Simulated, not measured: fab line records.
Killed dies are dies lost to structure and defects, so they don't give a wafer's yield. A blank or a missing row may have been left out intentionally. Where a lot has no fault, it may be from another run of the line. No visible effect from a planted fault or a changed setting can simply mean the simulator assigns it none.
fab line records	flow rit-cmos	part 1 of 2: steps 1 to 31 of 32
[record] lots = 5	wafers = 23
route steps=202 shown ACTIVE@7 FOX2@23 NWELL@29 NRETRO@54 PRETRO@69 GATE@75 M1@202
start-h: hours from the record's opening day to when the first of the lot's shown wafers began	wait-h: hours from the lot's prior step to this one	" the same as in the row above	L1.1+2: a single row standing in for several wafers	- value missing, or start not given	* or withheld: withheld	< > ~ a bound
route shown NAME@n: NAME is a module with steps in the file, n the number in the route of the first one	usual: the fault-free wafers' mean and standard deviation	same: alike in all rows	chamber/n: place in a boat	sites: readings site by site	_std_site: standard deviation across them	_edge_site: mean of outer sites minus mean of inner sites	radius-mm: for every site, how far away it sits from the centre of the wafer	mask NAME#n: copy n	behind: the most recent tool/chamber to have shaped the wafer	hold: why the lot went on hold/how many hours it stayed there/how the hold came to an end	device: the transistor (n, p or np) that didn't switch	end of line: the route-end tests of the same wafers	a step with no rows: only its recipe	killed: count of dies lost to structure and defects at first sort (not the wafer's yield)	map: a wafer's dies, marking killed ones x, the rest . and places with no die _
set.NAME: setting as actually run; set.NAME@STEP: the setting as run at that earlier step	model.NAME: the simulator's own value behind a step, which no gauge read
lots whose settings were changed on purpose; a table a step, a row a wafer
[[steps]]
[step RIT_ACTIVE_COAT_06]
[recipe] resist = NOVOLAK	spin-rpm = 3250	resist-thk-nm = 1000
lot.wafer	tool	chamber	start-h	wait-h	set.spin-rpm	model.NOVOLAK_of_ACTIVE_COAT_06.thk-nm
L074.2	litho-track-03	0	13.77	0.1	3250	1000
L074.4	"	0	"	"	3250	1004
L074.6	"	0	"	"	3250	1003
L076.1+2	litho-track-03	0	23.74	0.1	3114	1022
L076.3	"	0	"	"	3250	1001
L076.5	"	0	"	"	3250	999
L076.6	"	0	"	"	3250	994.5
L079.1+2	litho-track-03	0	38.74	0.1	3142	1018
L079.3+6	"	0	"	"	3250	999
L079.4	"	0	"	"	3250	999.9
L080.1	litho-track-03	0	43.74	0.1	3250	1001
L080.2	"	0	"	"	3340	986.6
L080.3	"	0	"	"	3340	987.3
L080.4	"	0	"	"	3340	987.9
L080.6	"	0	"	"	3250	999.6
L084.1	litho-track-04	0	63.74	0.1	3250	997.2
L084.2	"	0	"	"	3250	997.6
L084.4+5+6	"	0	"	"	3250	1002
[step RIT_ACTIVE_SOFTBAKE_07]
[recipe] resist = NOVOLAK	temp-c = 90	time-s = 60
lot.wafer	tool	chamber	start-h	wait-h	set.temp-c	set.spin-rpm@ACTIVE_COAT_06	model.NOVOLAK_of_ACTIVE_COAT_06.thk-nm
L074.2	litho-track-03	0	13.91	0.1	90	3250	1000
L074.4	"	0	"	"	90	3250	1004
L074.6	"	0	"	"	90	3250	1003
L076.1+2	litho-track-03	0	23.89	0.1	90	3114	1022
L076.3	"	0	"	"	90	3250	1001
L076.5	"	0	"	"	92.2	3250	993.1
L076.6	"	0	"	"	92.2	3250	988.6
L079.1+2	litho-track-03	0	38.89	0.1	90	3142	1018
L079.3	"	0	"	"	90	3250	999
L079.4	"	0	"	"	93.2	3250	991.3
L079.6	"	0	"	"	93.2	3250	990.5
L080.1	litho-track-03	0	43.89	0.1	93.03	3250	993.2
L080.2	"	0	"	"	90	3340	986.6
L080.3	"	0	"	"	90	3340	987.3
L080.4	"	0	"	"	93.03	3340	979.9
L080.6	"	0	"	"	90	3250	999.6
L084.1	litho-track-04	0	63.89	0.1	90	3250	997.2
L084.2	"	0	"	"	91.55	3250	993.4
L084.4+5	"	0	"	"	90	3250	1002
L084.6	"	0	"	"	91.55	3250	997.4
[step RIT_ACTIVE_EXPOSE_08]
[recipe] mask-id = M1	na = 0.6	source-shape = conventional	sigma-outer = 0.6	target-cd-nm = 1400	dose-mj = 225
[step RIT_ACTIVE_PEB_09]
[recipe] resist = NOVOLAK	temp-c = withheld	time-s = withheld
[step RIT_ACTIVE_DEVELOP_10]
[recipe] resist = NOVOLAK	develop-time-s = 50	dev-temp-c = 23
lot.wafer	tool	chamber	start-h	wait-h	set.spin-rpm@ACTIVE_COAT_06	set.temp-c@ACTIVE_SOFTBAKE_07	model.NOVOLAK_of_ACTIVE_COAT_06.thk-nm
L074.2	litho-track-03	0	-	-	3250	90	1000
L074.4	"	0	"	"	3250	90	1003
L074.6	"	0	"	"	3250	90	1002
L076.1+2	litho-track-01	0	-	-	3114	90	1022
L076.3	"	0	"	"	3250	90	1001
L076.5	"	0	"	"	3250	92.2	992.8
L076.6	"	0	"	"	3250	92.2	988.3
L079.1+2	litho-track-03	0	-	-	3142	90	1018
L079.3	"	0	"	"	3250	90	998.6
L079.4	"	0	"	"	3250	93.2	991
L079.6	"	0	"	"	3250	93.2	990.1
L080.1	litho-track-04	0	-	-	3250	93.03	992.8
L080.2	"	0	"	"	3340	90	986.3
L080.3	"	0	"	"	3340	90	986.9
L080.4	"	0	"	"	3340	93.03	979.5
L080.6	"	0	"	"	3250	90	999.2
L084.1	litho-track-04	0	-	-	3250	90	996.9
L084.2	"	0	"	"	3250	91.55	993.1
L084.4	"	0	"	"	3250	90	1002
L084.5	"	0	"	"	3250	90	1001
L084.6	"	0	"	"	3250	91.55	997.1
[step RIT_ACTIVE_HARDBAKE_12]
[recipe] resist = NOVOLAK	temp-c = 140	time-s = 60
lot.wafer	tool	chamber	start-h	wait-h	set.spin-rpm@ACTIVE_COAT_06	model.NOVOLAK_of_ACTIVE_COAT_06.thk-nm
L074.2	litho-track-01	0	14.58	0.1	3250	884.2
L074.4	"	0	"	"	3250	887
L074.6	"	0	"	"	3250	886.1
L076.1+2	litho-track-04	0	24.68	0.1	3114	903
L076.3	"	0	"	"	3250	884.6
L076.5	"	0	"	"	3250	883
L076.6	"	0	"	"	3250	879
L079.1	litho-track-01	0	39.56	0.1	3142	899.6
L079.2	"	0	"	"	3142	899.8
L079.3	"	0	"	"	3250	882.8
L079.4	"	0	"	"	3250	883.7
L079.6	"	0	"	"	3250	882.9
L080.1	litho-track-04	0	44.56	0.1	3250	884.9
L080.2	"	0	"	"	3340	872.1
L080.3	"	0	"	"	3340	872.6
L080.4	"	0	"	"	3340	873.2
L080.6	"	0	"	"	3250	883.4
L084.1	litho-track-01	0	64.56	0.1	3250	881.4
L084.2	"	0	"	"	3250	881.7
L084.4	"	0	"	"	3250	885.5
L084.5	"	0	"	"	3250	885.1
L084.6	"	0	"	"	3250	885.2
[step RIT_ACTIVE_ETCH_13]
[recipe] stop-on = SiO2	chemistry = SF6	target = Si3N4	time-s = 210	over-etch-frac = 0.4	SF6_flow_sccm = 200	pressure-mtorr = 260	rf-w = 125	target-depth-a = 2100
lot.wafer	tool	chamber	start-h	wait-h	set.spin-rpm@ACTIVE_COAT_06	model.NOVOLAK_of_ACTIVE_COAT_06.thk-nm
L074.2	rie-diel-01	1	14.71	0.1	3250	648.9
L074.4	"	3	"	"	3250	660.5
L074.6	"	1	"	"	3250	649.6
L076.1	rie-diel-01	0	24.83	0.1	3114	672.9
L076.2	"	2	"	"	3114	676.3
L076.3	"	1	"	"	3250	650
L076.5	"	0	"	"	3250	655.3
L076.6	"	3	"	"	3250	653.7
L079.1	rie-diel-01	0	39.71	0.1	3142	669.3
L079.2	"	3	"	"	3142	675
L079.3	"	2	"	"	3250	654.6
L079.4	"	1	"	"	3250	651.3
L079.6	"	3	"	"	3250	655.7
L080.1	rie-diel-03	1	44.71	0.1	3250	656.6
L080.2	"	0	"	"	3340	641.3
L080.3	"	3	"	"	3340	643.9
L080.4	"	2	"	"	3340	647.5
L080.6	"	1	"	"	3250	651.5
L084.1	rie-diel-04	3	64.71	0.1	3250	653.6
L084.2	"	1	"	"	3250	649.2
L084.4	"	2	"	"	3250	658.7
L084.5	"	1	"	"	3250	650.9
L084.6	"	0	"	"	3250	656.3
[step RIT_FOX2_OXIDATION_00]
[recipe] temp-c = 1100	ambient = H2O	target-thk-a = 3507	p-h2o-torr = 720	ox-time-s = 1130
lot.wafer	tool	chamber	start-h	wait-h	set.ox-time-s	model.SiO2_of_FOX2_OXIDATION_00.thk-nm
L074.2	furnace-02	0	17.00	0.0	1130	346
L074.4	"	0	"	"	1130	341.8
L074.6	"	0	"	"	1130	339.1
L076.1	-	-	-	0.0	1021	329.9
L076.2	"	-	"	"	1021	328
L076.3	"	-	"	"	1021	328.7
L076.5	"	-	"	"	1021	330.9
L076.6	"	-	"	"	1021	327.8
L079.1	-	-	-	0.0	1074	335.7
L079.2	"	-	"	"	1074	341.6
L079.3	"	-	"	"	1074	335.8
L079.4	"	-	"	"	1074	344.1
L079.6	"	-	"	"	1074	335.3
L080.1	-	-	-	0.0	1082	333.3
L080.2	"	-	"	"	1082	327.9
L080.3	"	-	"	"	1082	335.2
L080.4	"	-	"	"	1082	325.4
L080.6	"	-	"	"	1082	335.1
L084.1	-	-	-	0.0	1268	378.9
L084.2	"	-	"	"	1268	370.4
L084.4	"	-	"	"	1268	372.5
L084.5	"	-	"	"	1268	379.7
L084.6	"	-	"	"	1268	375.4
[step RIT_FOX2_THK_MEAS_01]
[recipe] reads = SiO2_of_FOX2_OXIDATION_00
[usual] FOX2_OXIDE_THK = 347/6.1
lot.wafer	tool	chamber	start-h	wait-h	set.ox-time-s@FOX2_OXIDATION_00	FOX2_OXIDE_THK[nm]
L074.2	film-metro-02	-	18.32	0.0	1130	346
L074.4	"	-	"	"	1130	342
L074.6	"	-	"	"	1130	339
L076.1	film-metro-02	-	-	-	1021	330
L076.2	"	-	"	"	1021	328
L076.3	"	-	"	"	1021	328
L076.5	"	-	"	"	1021	331
L076.6	"	-	"	"	1021	327
L079.1	film-metro-03	-	-	-	1074	336
L079.2	"	-	"	"	1074	342
L079.3	"	-	"	"	1074	336
L079.4	"	-	"	"	1074	344
L079.6	"	-	"	"	1074	336
L080.1	film-metro-03	-	-	-	1082	333
L080.2	"	-	"	"	1082	328
L080.3	"	-	"	"	1082	335
L080.4	"	-	"	"	1082	325
L080.6	"	-	"	"	1082	335
L084.1	film-metro-04	-	-	-	1268	379
L084.2	"	-	"	"	1268	370
L084.4	"	-	"	"	1268	373
L084.5	"	-	"	"	1268	379
L084.6	"	-	"	"	1268	375
[step RIT_FOX2_CLEAN_02]
[recipe] chemistry = dHF	dilution = 50:1	time-s = 180
[step RIT_FOX2_WET_ETCH_03]
[recipe] chemistry = H3PO4	target = Si3N4	target-depth-nm = 195	temp-c = 165	time-s = 2700
[step RIT_FOX2_THK_MEAS_90]
[recipe] reads = SiO2_of_FOX2_OXIDATION_00
[usual] FIELD_OXIDE_LEFT_1_THK = 319/6.1
lot.wafer	tool	chamber	start-h	wait-h	set.ox-time-s@FOX2_OXIDATION_00	FIELD_OXIDE_LEFT_1_THK[nm]
L074.2	film-metro-02	-	19.95	0.0	1130	319
L074.4	"	-	"	"	1130	314
L074.6	"	-	"	"	1130	312
L076.1	film-metro-03	-	29.39	0.0	1021	303
L076.2	"	-	"	"	1021	301
L076.3	"	-	"	"	1021	302
L076.5	"	-	"	"	1021	304
L076.6	"	-	"	"	1021	300
L079.1	film-metro-04	-	44.27	0.0	1074	308
L079.2	"	-	"	"	1074	314
L079.3	"	-	"	"	1074	309
L079.4	"	-	"	"	1074	317
L079.6	"	-	"	"	1074	308
L080.1	film-metro-03	-	49.22	0.0	1082	306
L080.2	"	-	"	"	1082	300
L080.3	"	-	"	"	1082	308
L080.4	"	-	"	"	1082	298
L080.6	"	-	"	"	1082	307
L084.1	film-metro-02	-	69.69	0.0	1268	352
L084.2	"	-	"	"	1268	343
L084.4	"	-	"	"	1268	346
L084.5	"	-	"	"	1268	353
L084.6	"	-	"	"	1268	348
[step RIT_NWELL_COAT_01]
[recipe] resist = NOVOLAK	spin-rpm = 2000	resist-thk-nm = 1300
lot.wafer	tool	chamber	start-h	wait-h	set.resist-thk-nm	model.NOVOLAK_of_NWELL_COAT_01.thk-nm
L074.2	litho-track-02	0	20.18	0.1	1300	1303
L074.4	"	0	"	"	1300	1304
L074.6	"	0	"	"	1300	1301
L076.1	litho-track-04	0	29.60	0.1	1300	1304
L076.2	"	0	"	"	1239	1240
L076.3	"	0	"	"	1300	1302
L076.5	"	0	"	"	1239	1245
L076.6	"	0	"	"	1239	1244
L079.1	litho-track-02	0	44.52	0.1	1235	1232
L079.2	"	0	"	"	1300	1303
L079.3	"	0	"	"	1235	1233
L079.4+6	"	0	"	"	1300	1297
L080.1	litho-track-03	0	49.43	0.1	1300	1298
L080.2	"	0	"	"	1300	1297
L080.3	"	0	"	"	1300	1295
L080.4	"	0	"	"	1262	1260
L080.6	"	0	"	"	1262	1259
L084.1+5	litho-track-04	0	69.98	0.1	1238	1245
L084.2	"	0	"	"	1300	1304
L084.4	"	0	"	"	1300	1303
L084.6	"	0	"	"	1238	1243
[step RIT_NWELL_SOFTBAKE_02]
[recipe] resist = NOVOLAK	temp-c = 90	time-s = 60
[step RIT_NWELL_EXPOSE_03]
[recipe] mask-id = M2	na = 0.57	target-cd-nm = 43900	dose-mj = 250
[step RIT_NWELL_DEVELOP_05]
[recipe] resist = NOVOLAK	develop-time-s = 68	dev-temp-c = 23
[step RIT_NWELL_HARDBAKE_07]
[recipe] resist = NOVOLAK	temp-c = 140	time-s = 120
lot.wafer	tool	chamber	start-h	wait-h	set.resist-thk-nm@NWELL_COAT_01	model.NOVOLAK_of_NWELL_COAT_01.thk-nm
L074.2+4	litho-track-04	0	21.09	0.1	1300	1140
L074.6	"	0	"	"	1300	1138
L076.1	litho-track-03	0	30.49	0.0	1300	1140
L076.2	"	0	"	"	1239	1085
L076.3	"	0	"	"	1300	1138
L076.5+6	"	0	"	"	1239	1089
L079.1+3	litho-track-04	0	45.29	0.0	1235	1079
L079.2	"	0	"	"	1300	1140
L079.4	"	0	"	"	1300	1134
L079.6	"	0	"	"	1300	1135
L080.1	litho-track-04	0	50.40	0.1	1300	1135
L080.2	"	0	"	"	1300	1134
L080.3	"	0	"	"	1300	1133
L080.4+6	"	0	"	"	1262	1102
L084.1	litho-track-02	0	70.75	0.0	1238	1089
L084.2+4	"	0	"	"	1300	1140
L084.5	"	0	"	"	1238	1090
L084.6	"	0	"	"	1238	1088
[step RIT_NWELL_IMPLANT_08]
[recipe] species = P	energy-kev = 170	dose-cm2 = 5e+13	tilt-deg = 7
lot.wafer	tool	chamber	start-h	wait-h	set.energy-kev	model.implant.rp-nm	model.implant.drp-nm
L074.2+4+6	implanter-02	0	21.32	0.2	170	209.8	68.82
L076.1+2+6	implanter-01	0	30.74	0.2	166.2	211.9	67.69
L076.3+5	"	0	"	"	170	216.9	68.82
L079.1+4	implanter-03	0	45.54	0.2	174.5	214.6	70.19
L079.2+3+6	"	0	"	"	170	208.9	68.82
L080.1+3+4	implanter-01	0	50.65	0.2	170	216.7	68.82
L080.2+6	"	0	"	"	175.9	224.5	70.61
L084.1+2+4+5+6	implanter-03	0	71.00	0.2	170	216.8	68.82
[step RIT_NRETRO_COAT_01]
[recipe] resist = NOVOLAK	spin-rpm = 2000	resist-thk-nm = 1300
lot.wafer	tool	chamber	start-h	wait-h	set.spin-rpm	model.NOVOLAK_of_NRETRO_COAT_01.thk-nm
L074.2	litho-track-01	0	29.10	0.1	2000	1297
L074.4	"	0	"	"	2000	1292
L074.6	"	0	"	"	2000	1298
L076.1+3	litho-track-03	0	38.15	0.1	2058	1283
L076.2	"	0	"	"	2000	1301
L076.5	"	0	"	"	2058	1281
L076.6	"	0	"	"	2000	1298
L079.1	litho-track-03	0	53.77	0.1	2000	1296
L079.2	"	0	"	"	2000	1300
L079.3	"	0	"	"	2135	1258
L079.4	"	0	"	"	2135	1260
L079.6	"	0	"	"	2000	1303
L080.1	litho-track-01	0	58.06	0.1	2124	1266
L080.2+3	"	0	"	"	2000	1306
L080.4	"	0	"	"	2124	1267
L080.6	"	0	"	"	2124	1265
L084.1	litho-track-01	0	78.45	0.1	2000	1298
L084.2	"	0	"	"	1933	1317
L084.4	"	0	"	"	2000	1296
L084.5	"	0	"	"	1933	1322
L084.6	"	0	"	"	2000	1295
[step RIT_PRETRO_DEVELOP_05]
[recipe] resist = NOVOLAK	develop-time-s = 68	dev-temp-c = 23
lot.wafer	tool	chamber	start-h	wait-h	set.develop-time-s
L074.2+4+6	litho-track-03	0	-	-	68
L076.1+2+5	litho-track-01	0	-	-	68
L076.3+6	"	0	"	"	62.54
L079.1+2+3+4+6	litho-track-04	0	-	-	68
L080.1+2+3+4+6	litho-track-01	0	-	-	68
L084.1+4	litho-track-01	0	-	-	68
L084.2+5+6	"	0	"	"	65.11
[step RIT_PRETRO_HARDBAKE_07]
[recipe] resist = NOVOLAK	temp-c = 140	time-s = 120
[step RIT_PRETRO_STRIP_09]
[recipe] chemistry = O2	time-s = 180	resist = NOVOLAK	platen-temp-c = withheld	power-w = 500	pressure-mtorr = 4000	o2-flow-sccm = 4000
[step RIT_GATE_WET_ETCH_00]
[recipe] chemistry = BOE	target = SiO2	target-depth-nm = 56	time-s = 60	dry = n2-spin	dilution = 10:1	temp-c = 21.5
lot.wafer	tool	chamber	start-h	wait-h	set.ox-time-s@FOX2_OXIDATION_00	model.SiO2_of_FOX2_OXIDATION_00.thk-nm
L074.2	wet-bench-03	0	32.25	0.0	1130	262.5
L074.4	"	0	"	"	1130	258.3
L074.6	"	0	"	"	1130	255.6
L076.1	wet-bench-01	3	41.10	0.1	1021	246.9
L076.2	"	3	"	"	1021	244.9
L076.3	"	3	"	"	1021	246.2
L076.5	"	3	"	"	1021	247.9
L076.6	"	3	"	"	1021	244.6
L079.1+3	wet-bench-03	1	57.26	0.1	1074	253.1
L079.2	"	1	"	"	1074	258.7
L079.4	"	1	"	"	1074	261.6
L079.6	"	1	"	"	1074	252.8
L080.1	wet-bench-03	3	61.02	0.1	1082	249.5
L080.2	"	3	"	"	1082	243.8
L080.3	"	3	"	"	1082	251.7
L080.4	"	3	"	"	1082	241.9
L080.6	"	3	"	"	1082	251.6
L084.1	wet-bench-04	3	81.40	0.1	1268	294.7
L084.2	"	3	"	"	1268	286.5
L084.4	"	3	"	"	1268	288.4
L084.5	"	3	"	"	1268	295.3
L084.6	"	3	"	"	1268	291.4
[step RIT_GATE_CLEAN_01]
[recipe] chemistry = SC1	mix = 3:3:50	time-s = 600	temp-c = 75
[step RIT_GATE_CLEAN_02]
[recipe] chemistry = dHF	dilution = 50:1	time-s = 30
[step RIT_GATE_CLEAN_03]
[recipe] chemistry = SC2	mix = 3:3:50	time-s = 600	temp-c = 75	dry = n2-spin
[step RIT_GATE_CLEAN_04]
[recipe] chemistry = dHF	dilution = 50:1	time-s = 60	dry = n2-spin
[step RIT_FOX2_THK_MEAS_91]
[recipe] reads = SiO2_of_FOX2_OXIDATION_00
[usual] FIELD_OXIDE_LEFT_2_THK = 251/6.2
lot.wafer	tool	chamber	start-h	wait-h	set.ox-time-s@FOX2_OXIDATION_00	FIELD_OXIDE_LEFT_2_THK[nm]
L074.2	film-metro-03	-	32.69	0.0	1130	251
L074.4	"	-	"	"	1130	247
L074.6	"	-	"	"	1130	244
L076.1	film-metro-03	-	41.55	0.0	1021	235
L076.2	"	-	"	"	1021	233
L076.3	"	-	"	"	1021	234
L076.5	"	-	"	"	1021	236
L076.6	"	-	"	"	1021	232
L079.1	film-metro-04	-	57.68	0.0	1074	241
L079.2	"	-	"	"	1074	247
L079.3	"	-	"	"	1074	241
L079.4	"	-	"	"	1074	249
L079.6	"	-	"	"	1074	241
L080.1	film-metro-04	-	61.43	0.0	1082	238
L080.2	"	-	"	"	1082	232
L080.3	"	-	"	"	1082	240
L080.4	"	-	"	"	1082	230
L080.6	"	-	"	"	1082	240
L084.1	film-metro-02	-	81.84	0.0	1268	283
L084.2	"	-	"	"	1268	274
L084.4	"	-	"	"	1268	276
L084.5	"	-	"	"	1268	283
L084.6	"	-	"	"	1268	280
[step RIT_GATE_CVD_08]
[recipe] material = poly-Si	target-thk-nm = 250	temp-c = 610	precursor = SiH4	time-s = 2220	pressure-mtorr = 300	sih4-flow-sccm = 100
lot.wafer	tool	chamber	start-h	wait-h	set.time-s	model.poly-Si_of_GATE_CVD_08.thk-nm
L074.2+4	lpcvd-02	0	34.89	0.0	2220	249
L074.6	"	0	"	"	2220	248.7
L076.1	-	-	-	0.1	2220	251
L076.2	"	-	"	"	2220	248.4
L076.3	"	-	"	"	2220	250.4
L076.5	"	-	"	"	2220	249
L076.6	"	-	"	"	2220	249.9
L079.1	-	-	-	0.1	2502	283.5
L079.2	"	-	"	"	2502	287
L079.3	"	-	"	"	2502	288.7
L079.4	"	-	"	"	2502	288.3
L079.6	"	-	"	"	2502	287.7
L080.1	-	-	-	0.1	2105	238
L080.2	"	-	"	"	2105	239.1
L080.3	"	-	"	"	2105	238.4
L080.4	"	-	"	"	2105	237.6
L080.6	"	-	"	"	2105	239.4
L084.1	-	-	-	0.1	1954	221.6
L084.2	"	-	"	"	1954	220.6
L084.4	"	-	"	"	1954	221.3
L084.5	"	-	"	"	1954	222.6
L084.6	"	-	"	"	1954	223.1
[step RIT_GATE_THK_MEAS_09]
[recipe] reads = poly-Si_of_GATE_CVD_08
[usual] GATE_POLY_THK = 251/3.1
lot.wafer	tool	chamber	start-h	wait-h	set.time-s@GATE_CVD_08	GATE_POLY_THK[nm]
L074.2	film-metro-04	-	36.51	0.0	2220	249
L074.4	"	-	"	"	2220	249
L074.6	"	-	"	"	2220	249
L076.1	film-metro-04	-	-	-	2220	251
L076.2	"	-	"	"	2220	248
L076.3	"	-	"	"	2220	250
L076.5	"	-	"	"	2220	249
L076.6	"	-	"	"	2220	250
L079.1	film-metro-02	-	-	-	2502	283
L079.2	"	-	"	"	2502	287
L079.3	"	-	"	"	2502	289
L079.4	"	-	"	"	2502	288
L079.6	"	-	"	"	2502	287
L080.1	film-metro-04	-	-	-	2105	238
L080.2	"	-	"	"	2105	239
L080.3	"	-	"	"	2105	238
L080.4	"	-	"	"	2105	238
L080.6	"	-	"	"	2105	240
L084.1	film-metro-04	-	-	-	1954	221
L084.2	"	-	"	"	1954	221
L084.4	"	-	"	"	1954	221
L084.5	"	-	"	"	1954	222
L084.6	"	-	"	"	1954	223
[step RIT_GATE_DEVELOP_15]
[recipe] resist = NOVOLAK	develop-time-s = 50	dev-temp-c = 23
lot.wafer	tool	chamber	start-h	wait-h	set.dev-temp-c
L074.2+4+6	litho-track-04	0	-	-	23
L076.1+5	litho-track-04	0	-	-	22.05
L076.2+3+6	"	0	"	"	23
L079.1+2+3	litho-track-03	0	-	-	23
L079.4+6	"	0	"	"	21.27
L080.1+4	litho-track-02	0	-	-	24.31
L080.2+3+6	"	0	"	"	23
L084.1+4+5	litho-track-04	0	-	-	23
L084.2+6	"	0	"	"	21.76
[[key]]
[split] step = RIT_ACTIVE_COAT_06	setting = spin-rpm	stated = 3250	by = wafer
[response] step = RIT_ACTIVE_COAT_06	reading = model.NOVOLAK_of_ACTIVE_COAT_06.thk-nm	change = -5.5	per = 1%	r = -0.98
[response] step = RIT_ACTIVE_SOFTBAKE_07	reading = model.NOVOLAK_of_ACTIVE_COAT_06.thk-nm	change = -6.37	per = 1%	r = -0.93
[response] step = RIT_ACTIVE_HARDBAKE_12	reading = model.NOVOLAK_of_ACTIVE_COAT_06.thk-nm	change = -4.81	per = 1%	r = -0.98
[response] step = RIT_ACTIVE_ETCH_13	reading = model.NOVOLAK_of_ACTIVE_COAT_06.thk-nm	change = -4.93	per = 1%	r = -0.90
[response] step = RIT_ACTIVE_DEVELOP_10	reading = model.NOVOLAK_of_ACTIVE_COAT_06.thk-nm	slope = -5.42	per = 1%	together-with = temp-c@ACTIVE_SOFTBAKE_07	explained = 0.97
[split] step = RIT_ACTIVE_SOFTBAKE_07	setting = temp-c	stated = 90	by = wafer
[response] step = RIT_ACTIVE_SOFTBAKE_07	reading = model.NOVOLAK_of_ACTIVE_COAT_06.thk-nm	slope = -2.61	per = 1%	together-with = spin-rpm@ACTIVE_COAT_06	explained = 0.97
[response] step = RIT_ACTIVE_DEVELOP_10	reading = model.NOVOLAK_of_ACTIVE_COAT_06.thk-nm	slope = -2.61	per = 1%	together-with = spin-rpm@ACTIVE_COAT_06	explained = 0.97
[split] step = RIT_FOX2_OXIDATION_00	setting = ox-time-s	stated = 1130	by = lot
[response] step = RIT_FOX2_OXIDATION_00	reading = model.SiO2_of_FOX2_OXIDATION_00.thk-nm	change = +2.2	per = 1%	r = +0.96
[response] step = RIT_FOX2_THK_MEAS_01	reading = FOX2_OXIDE_THK	change = +2.19	per = 1%	r = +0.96
[response] step = RIT_FOX2_THK_MEAS_90	reading = FIELD_OXIDE_LEFT_1_THK	change = +2.2	per = 1%	r = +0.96
[response] step = RIT_GATE_WET_ETCH_00	reading = model.SiO2_of_FOX2_OXIDATION_00.thk-nm	change = +2.14	per = 1%	r = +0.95
[response] step = RIT_FOX2_THK_MEAS_91	reading = FIELD_OXIDE_LEFT_2_THK	change = +2.15	per = 1%	r = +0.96
[response] step = RIT_M1_PROBE_99	reading = model.etest.nldd.rs-ohm-sq	change = +2.4	per = 1%	r = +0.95
[split] step = RIT_NWELL_COAT_01	setting = resist-thk-nm	stated = 1300	by = wafer
[response] step = RIT_NWELL_COAT_01	reading = model.NOVOLAK_of_NWELL_COAT_01.thk-nm	change = +12.8	per = 1%	r = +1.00
[response] step = RIT_NWELL_HARDBAKE_07	reading = model.NOVOLAK_of_NWELL_COAT_01.thk-nm	change = +11	per = 1%	r = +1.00
[split] step = RIT_NWELL_IMPLANT_08	setting = energy-kev	stated = 170	by = wafer
[response] step = RIT_NWELL_IMPLANT_08	reading = model.implant.rp-nm	change = +2.21	per = 1%	r = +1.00
[response] step = RIT_NWELL_IMPLANT_08	reading = model.implant.drp-nm	change = +0.514	per = 1%	r = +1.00
[split] step = RIT_NRETRO_COAT_01	setting = spin-rpm	stated = 2000	by = wafer
[response] step = RIT_NRETRO_COAT_01	reading = model.NOVOLAK_of_NRETRO_COAT_01.thk-nm	change = -6.31	per = 1%	r = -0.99
[split] step = RIT_PRETRO_DEVELOP_05	setting = develop-time-s	stated = 68	by = wafer
response none clear
[split] step = RIT_GATE_CVD_08	setting = time-s	stated = 2220	by = lot
[response] step = RIT_GATE_CVD_08	reading = model.poly-Si_of_GATE_CVD_08.thk-nm	change = +2.64	per = 1%	r = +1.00
[response] step = RIT_GATE_THK_MEAS_09	reading = GATE_POLY_THK	change = +2.64	per = 1%	r = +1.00
[split] step = RIT_GATE_DEVELOP_15	setting = dev-temp-c	stated = 23	by = wafer
[response] step = RIT_M1_PROBE_99	reading = model.etest.pmos-turned.r-on-ohm-um	change = +31.6	per = 1%	r = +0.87
[response] step = RIT_M1_PROBE_99	reading = model.etest.pmos_0p15.r-on-ohm-um	change = +34	per = 1%	r = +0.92
[response] step = RIT_M1_PROBE_99	reading = model.etest.nmos_0p15.r-on-ohm-um	change = +11.5	per = 1%	r = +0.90
